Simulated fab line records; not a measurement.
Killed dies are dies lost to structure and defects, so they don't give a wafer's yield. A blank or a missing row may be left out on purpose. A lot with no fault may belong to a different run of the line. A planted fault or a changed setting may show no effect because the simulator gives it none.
Split-lot study || flow ritCmos || route with 202 steps; 5 lots, 23 wafers read

THE SPLIT ITSELF
At RIT_M1_COAT_04 (resist thk 1300 nm), the setting resistThkNm was moved away from the recipe's 1300 nm on 7 of the 23 wafers read, by -3.5% to +4.5%. This setting was run at the recipe's value on the other wafers.

The split's own step is where the reading is taken.

THE READING
NOVOLAK_of_M1_COAT_04.thkNm (the simulator's own value, which no gauge read), in nm, at RIT_M1_COAT_04 (resist thk 1300 nm). There is no usual value for it anywhere in the file. The 16 wafers here that ran the recipe average 1303 nm, standard deviation 4.2 nm.

{"wafer": "L074.1", "tool, chamber at the split": "lithoTrack-03, 0", "resistThkNm as run, nm": 1300, "against the recipe": "recipe", "NOVOLAK_of_M1_COAT_04.thkNm, nm": 1300, "against lot-mates on the recipe": "-"}
{"wafer": "L074.2", "tool, chamber at the split": "lithoTrack-03, 0", "resistThkNm as run, nm": 1300, "against the recipe": "recipe", "NOVOLAK_of_M1_COAT_04.thkNm, nm": 1304, "against lot-mates on the recipe": "-"}
{"wafer": "L074.5", "tool, chamber at the split": "lithoTrack-03, 0", "resistThkNm as run, nm": 1300, "against the recipe": "recipe", "NOVOLAK_of_M1_COAT_04.thkNm, nm": 1304, "against lot-mates on the recipe": "-"}
{"wafer": "L074.4", "tool, chamber at the split": "lithoTrack-03, 0", "resistThkNm as run, nm": 1359, "against the recipe": "+4.5%", "NOVOLAK_of_M1_COAT_04.thkNm, nm": 1361, "against lot-mates on the recipe": "+58"}
{"wafer": "L074.6", "tool, chamber at the split": "lithoTrack-03, 0", "resistThkNm as run, nm": 1359, "against the recipe": "+4.5%", "NOVOLAK_of_M1_COAT_04.thkNm, nm": 1362, "against lot-mates on the recipe": "+59"}
{"wafer": "L076.1", "tool, chamber at the split": "lithoTrack-01, 0", "resistThkNm as run, nm": 1300, "against the recipe": "recipe", "NOVOLAK_of_M1_COAT_04.thkNm, nm": 1298, "against lot-mates on the recipe": "-"}
{"wafer": "L076.2", "tool, chamber at the split": "lithoTrack-01, 0", "resistThkNm as run, nm": 1300, "against the recipe": "recipe", "NOVOLAK_of_M1_COAT_04.thkNm, nm": 1298, "against lot-mates on the recipe": "-"}
{"wafer": "L076.5", "tool, chamber at the split": "lithoTrack-01, 0", "resistThkNm as run, nm": 1300, "against the recipe": "recipe", "NOVOLAK_of_M1_COAT_04.thkNm, nm": 1301, "against lot-mates on the recipe": "-"}
{"wafer": "L078.1", "tool, chamber at the split": "lithoTrack-04, 0", "resistThkNm as run, nm": 1255, "against the recipe": "-3.5%", "NOVOLAK_of_M1_COAT_04.thkNm, nm": 1254, "against lot-mates on the recipe": -45}
{"wafer": "L078.6", "tool, chamber at the split": "lithoTrack-04, 0", "resistThkNm as run, nm": 1255, "against the recipe": "-3.5%", "NOVOLAK_of_M1_COAT_04.thkNm, nm": 1254, "against lot-mates on the recipe": -45}
{"wafer": "L078.2", "tool, chamber at the split": "lithoTrack-04, 0", "resistThkNm as run, nm": 1300, "against the recipe": "recipe", "NOVOLAK_of_M1_COAT_04.thkNm, nm": 1299, "against lot-mates on the recipe": "-"}
{"wafer": "L078.4", "tool, chamber at the split": "lithoTrack-04, 0", "resistThkNm as run, nm": 1300, "against the recipe": "recipe", "NOVOLAK_of_M1_COAT_04.thkNm, nm": 1302, "against lot-mates on the recipe": "-"}
{"wafer": "L078.5", "tool, chamber at the split": "lithoTrack-04, 0", "resistThkNm as run, nm": 1300, "against the recipe": "recipe", "NOVOLAK_of_M1_COAT_04.thkNm, nm": 1296, "against lot-mates on the recipe": "-"}
{"wafer": "L083.1", "tool, chamber at the split": "lithoTrack-04, 0", "resistThkNm as run, nm": 1300, "against the recipe": "recipe", "NOVOLAK_of_M1_COAT_04.thkNm, nm": 1307, "against lot-mates on the recipe": "-"}
{"wafer": "L083.2", "tool, chamber at the split": "lithoTrack-04, 0", "resistThkNm as run, nm": 1300, "against the recipe": "recipe", "NOVOLAK_of_M1_COAT_04.thkNm, nm": 1306, "against lot-mates on the recipe": "-"}
{"wafer": "L083.3", "tool, chamber at the split": "lithoTrack-04, 0", "resistThkNm as run, nm": 1300, "against the recipe": "recipe", "NOVOLAK_of_M1_COAT_04.thkNm, nm": 1308, "against lot-mates on the recipe": "-"}
{"wafer": "L083.4", "tool, chamber at the split": "lithoTrack-04, 0", "resistThkNm as run, nm": 1300, "against the recipe": "recipe", "NOVOLAK_of_M1_COAT_04.thkNm, nm": 1310, "against lot-mates on the recipe": "-"}
{"wafer": "L083.6", "tool, chamber at the split": "lithoTrack-04, 0", "resistThkNm as run, nm": 1300, "against the recipe": "recipe", "NOVOLAK_of_M1_COAT_04.thkNm, nm": 1310, "against lot-mates on the recipe": "-"}
{"wafer": "L084.1", "tool, chamber at the split": "lithoTrack-03, 0", "resistThkNm as run, nm": 1300, "against the recipe": "recipe", "NOVOLAK_of_M1_COAT_04.thkNm, nm": 1302, "against lot-mates on the recipe": "-"}
{"wafer": "L084.2", "tool, chamber at the split": "lithoTrack-03, 0", "resistThkNm as run, nm": 1300, "against the recipe": "recipe", "NOVOLAK_of_M1_COAT_04.thkNm, nm": 1303, "against lot-mates on the recipe": "-"}
{"wafer": "L084.3", "tool, chamber at the split": "lithoTrack-03, 0", "resistThkNm as run, nm": 1324, "against the recipe": "+1.8%", "NOVOLAK_of_M1_COAT_04.thkNm, nm": 1325, "against lot-mates on the recipe": "+22"}
{"wafer": "L084.4", "tool, chamber at the split": "lithoTrack-03, 0", "resistThkNm as run, nm": 1324, "against the recipe": "+1.8%", "NOVOLAK_of_M1_COAT_04.thkNm, nm": 1324, "against lot-mates on the recipe": "+22"}
{"wafer": "L084.5", "tool, chamber at the split": "lithoTrack-03, 0", "resistThkNm as run, nm": 1324, "against the recipe": "+1.8%", "NOVOLAK_of_M1_COAT_04.thkNm, nm": 1327, "against lot-mates on the recipe": "+24"}

FIT RESULTS
A straight line over all 23 wafers: NOVOLAK_of_M1_COAT_04.thkNm changes by +13.3 nm for each +1% of resistThkNm; r = +0.99; the points scatter about the line by 3.9 nm.
The same after taking each lot's own level away (the mean of its wafers on the recipe; 23 wafers): +12.9 nm for each +1%; r = +1.00; scatter 1.6 nm.
According to that fit, moving resistThkNm by its largest amount changes the reading by 59 nm.
The span of the lots' own levels, 1299.0 to 1308.2 nm, comes to 2.2 times the standard deviation stated above.
So the lot-to-lot level changes the slope little: the two slopes agree.
Check: for one of the wafers moved furthest among these (+4.5%), held out of the fit, the line's prediction against its lot-mates is +58.5 nm. Against them it came out at +58.3 nm.

THESE WAFERS: OTHER SPLITS
These wafers also went through other splits before the reading. Each is held against what the fit with the lots' levels taken away leaves over:
{"other split on the same wafers": "RIT_REOX_OXIDATION_03 tempC", "wafers away from the commonest value": 13, "r with NOVOLAK_of_M1_COAT_04.thkNm (lot level and that fit taken away)": "+0.10"}
{"other split on the same wafers": "RIT_PLDD_IMPLANT_08 doseCm2", "wafers away from the commonest value": 5, "r with NOVOLAK_of_M1_COAT_04.thkNm (lot level and that fit taken away)": "+0.21"}
{"other split on the same wafers": "RIT_SPACER_CVD_03 timeS", "wafers away from the commonest value": 15, "r with NOVOLAK_of_M1_COAT_04.thkNm (lot level and that fit taken away)": "+0.15"}
{"other split on the same wafers": "RIT_PSD_IMPLANT_08 tiltDeg", "wafers away from the commonest value": 9, "r with NOVOLAK_of_M1_COAT_04.thkNm (lot level and that fit taken away)": -0.01}
{"other split on the same wafers": "RIT_SILICIDE_SPUTTER_01 timeS", "wafers away from the commonest value": 9, "r with NOVOLAK_of_M1_COAT_04.thkNm (lot level and that fit taken away)": -0.35}
{"other split on the same wafers": "RIT_CONTACT_DEVELOP_07 developTimeS", "wafers away from the commonest value": 10, "r with NOVOLAK_of_M1_COAT_04.thkNm (lot level and that fit taken away)": "+0.25"}
{"other split on the same wafers": "RIT_CONTACT_STRIP_12 timeS", "wafers away from the commonest value": 8, "r with NOVOLAK_of_M1_COAT_04.thkNm (lot level and that fit taken away)": "+0.17"}

FILE'S OWN FIT
NOVOLAK_of_M1_COAT_04.thkNm changes by +12.9 nm for each +1% of resistThkNm, r = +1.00.
